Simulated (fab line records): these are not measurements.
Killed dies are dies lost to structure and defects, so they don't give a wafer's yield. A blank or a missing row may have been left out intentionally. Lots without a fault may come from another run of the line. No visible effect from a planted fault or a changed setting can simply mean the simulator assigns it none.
What tool caused it? ; flow rit cmos ; 7 lots with 21 wafers sampled at 2 steps, on a route of 202 steps

== WHAT EACH GAUGE READ, for each wafer ==
RIT_PWELL_TW_MEAS_10.
lot;measured;on;PWELL_TW
L678;day 2 06:29;film metro-01;956 959 958
L680;day 2 14:32;film metro-04;954 961 962
L682;day 2 23:29;film metro-01;955 960 953
L685;day 3 19:00;film metro-04;944 948 944
L688;day 4 09:47;film metro-01;949 952 949
L690;day 4 16:02;film metro-01;1189 1191 1191
L694;day 5 17:35;film metro-02;1185 1186 1183

== WHICH TOOL RAN EACH LOT (tool, then ch and the chambers of the sampled wafers, then the start) ==
lot;RIT_PWELL_IMPLANT_08
L678;implanter-04 ch 0, day 2 06:10
L680;implanter-04 ch 0, day 2 14:14
L682;implanter-01 ch 0, day 2 23:11
L685;implanter-03 ch 0, day 3 18:40
L688;implanter-04 ch 0, day 4 09:28
L690;implanter-04 ch 0, day 4 15:25
L694;implanter-01 ch 0, day 5 16:58
- RIT_PWELL_IMPLANT_08

== THE ANSWER, worked out from the rows above alone ==
Rule: usual is defined by the lots themselves. Put in order of their means at a reading, lots are off if they are a third of the lots or fewer, leave a main group of 4 or more, and stand apart from it by a gap of 3 or more times the standard deviation of the main group's means; of several such gaps the widest counts. A main group whose means are all the same, to the digits that the tables above print for the reading, isn't used. A lot without any number at a reading at which 4 lots or more have one is off too. Any other lot the step has rows for is counted as sound.
Off: L690, L694, at RIT_PWELL_TW_MEAS_10 (PWELL_TW). Mean 954 and standard deviation 5.2 in the main group.
If a tool, at a process step before that reading, ran all the lots that are off and no sound lot after the first of them, it fits. Gauges at RIT_PWELL_TW_MEAS_10: tried the same way as those tools. Not one of the candidates tried fits.

== WHAT WAS PUT IN BY THE SIMULATOR ==
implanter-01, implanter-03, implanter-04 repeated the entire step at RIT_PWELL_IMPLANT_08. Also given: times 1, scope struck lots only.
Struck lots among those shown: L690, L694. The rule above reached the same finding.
